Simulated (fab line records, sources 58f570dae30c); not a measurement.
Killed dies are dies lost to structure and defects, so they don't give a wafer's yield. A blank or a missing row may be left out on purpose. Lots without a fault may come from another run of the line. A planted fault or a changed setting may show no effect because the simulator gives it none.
Chamber matching | flow berkeley_cmos170 | UCB170_V1_ETCH_14 on rie_diel-04: 4 sister chambers
The step etches SiO2 in CHF3/CF4/Ar, stops on Al, target depth 1250 nm, time 291 s. 7 wafers are shown with their chamber, then 7 later ones without.

WAFERS WITH THEIR CHAMBER
wafer  | chamber | drypump_motor_current_A (A) | throttle_valve_pct (%)
L681.3 | 0       | 5.6                         | 7.07
L683.1 | 1       | 5.5                         | 6.82
L687.3 | 2       | 6.6                         | 7.01
L692.1 | 1       | 5.6                         | 6.85
L692.4 | 3       | 5.3                         | 6.79
L698.1 | 3       | 5.3                         | 6.78
L698.2 | 2       | 6.6                         | 7.01

WAFERS WITHOUT THEIR CHAMBER
wafer  | drypump_motor_current_A (A) | throttle_valve_pct (%)
L698.4 | 5.3                         | 6.77
L701.1 | 5.6                         | 7.10
L701.4 | 5.3                         | 6.77
L701.5 | 5.3                         | 6.77
L703.3 | 6.6                         | 7.00
L703.4 | 5.3                         | 6.78
L703.5 | 5.6                         | 6.83

WHICH CHAMBER EACH WENT THROUGH
wafer  | from the rows above | in truth
L698.4 | 3                   | 3
L701.1 | 0                   | 0
L701.4 | 3                   | 3
L701.5 | 3                   | 3
L703.3 | 2                   | 2
L703.4 | 3                   | 3
L703.5 | 1                   | 1
Placed correctly: 7 of 7. Can't be placed from these rows: 0. Placed wrongly: 0.
How it was worked out, from the rows above alone: a wafer's distance from a chamber is the root of the sum, over the readings, of the square of ((its reading less the chamber's mean) divided by the reading's scatter). The wafer belongs to the nearest chamber; if the next one is less than 2 further off, it can't be placed. A chamber's mean is the mean of its shown wafers. The scatter: the root of (the sum of the squares of (reading less its chamber's mean) over the shown wafers, divided by (wafers less chambers)).
